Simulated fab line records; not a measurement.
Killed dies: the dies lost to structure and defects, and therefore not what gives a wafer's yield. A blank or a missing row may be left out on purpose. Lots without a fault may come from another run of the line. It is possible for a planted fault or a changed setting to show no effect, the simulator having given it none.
Problem report, 8D (eight disciplines) form, completed by code + flow berkeley-cmos170 + the parts of the form that need people (team, actions taken, sign-off) are left out

1. WHAT IS WRONG
Mean FIELD_OXIDE_THK at UCB170_FIELD_THK_MEAS_02: 418 nm over 6 wafers in 2 lots; fault-free wafers: 554 nm, standard deviation 11. That is -12 standard deviations from the usual mean.
Earliest sighting: wafer L295.1 on film-metro-04 at day 5 20:55. The record holds 36 wafers of 12 lots with a number at this step. Rule for "out" (also "out of limits"): further than 4 standard deviations from the usual mean. The other wafers with a number count as sound.

2. WHAT IT IS; WHAT IT IS NOT
| question                    | is                           | is not                                                                                                  |
|-----------------------------|------------------------------|---------------------------------------------------------------------------------------------------------|
| which readings at this step | FIELD_OXIDE_THK              | -                                                                                                       |
| which lots                  | L295, L296                   | L292, L293, L294, L306, L307, L311, L312, L313, L314, L315                                              |
| which wafers of those lots  | all that have a number       | -                                                                                                       |
| read on which gauges        | film-metro-02, film-metro-04 | film-metro-01                                                                                           |
| when                        | from day 5 20:55             | up to then (9 sound wafers); but 21 sound wafers of L306, L307, L311, L312, L313, L314, L315 came after |

3. WHAT RULES OUT EACH SUSPECT
Counting: a tool stays on the suspect list if, at a process step up to the reading, it processed all lots that are out and no sound lot following the first of them.
- the gauge at UCB170_FIELD_THK_MEAS_02: ruled out. The wafers that are out were read on 2 gauges (film-metro-02, film-metro-04).
- furnace-02 at UCB170_FIELD_OXIDATION_01 (target thk 558.3 nm, ox time 7200 s): kept. Every lot that is out went through it, starting with L295 (day 5 17:55), and after that it ran no sound lot; the last sound lot it ran before then is L292 (day 5 01:15).
Left after counting: furnace-02 at UCB170_FIELD_OXIDATION_01.

4. THE CAUSE (what the simulator had put in)
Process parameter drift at UCB170_FIELD_OXIDATION_01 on furnace-02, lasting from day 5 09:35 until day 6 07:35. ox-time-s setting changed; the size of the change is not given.
Only this tool survived the counting.

5. THE EFFECT CHAIN, in route order
Rows list readings where the struck wafers' mean (over those with a number) sits beyond 3 standard deviations from the usual. Only readings for which the record gives a usual standard deviation are gone through. hours: the time from each lot's start at the first step in this table that gives one to its start at this step, as a median over the lots. sigmas: the change in usual standard deviations.
| hours | step                     | reading                | usual  | on struck wafers | change | sigmas |
|-------|--------------------------|------------------------|--------|------------------|--------|--------|
| 0     | UCB170_FIELD_THK_MEAS_02 | FIELD_OXIDE_THK        | 554 nm | 418              | -136   | -12    |
| 10    | UCB170_FIELD_THK_MEAS_90 | FIELD_OXIDE_LEFT_1_THK | 437 nm | 301              | -136   | -12    |
| 22    | UCB170_FIELD_THK_MEAS_91 | FIELD_OXIDE_LEFT_2_THK | 349 nm | 212              | -137   | -12    |
Later steps that measure or inspect, where all struck wafers having a row at the step show a number for every such reading and not one has moved that far: UCB170_NVT_OVL_MEAS_06.

6. HOW IT WOULD HAVE BEEN CAUGHT EARLIER
Counted from the fault's start at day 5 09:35, it took 11 hours until the first out-of-limits reading at a measuring or inspecting step in this record, taken at day 5 20:55.
Of the tool readings at UCB170_FIELD_OXIDATION_01 for which the record gives a usual standard deviation, none was out on any struck wafer, so an alarm limit of 4 standard deviations on them would not have fired.
By day 5 20:55, every lot that is out (2) had started UCB170_FIELD_OXIDATION_01 on furnace-02. Holding the tool at that point would not have protected any of them.
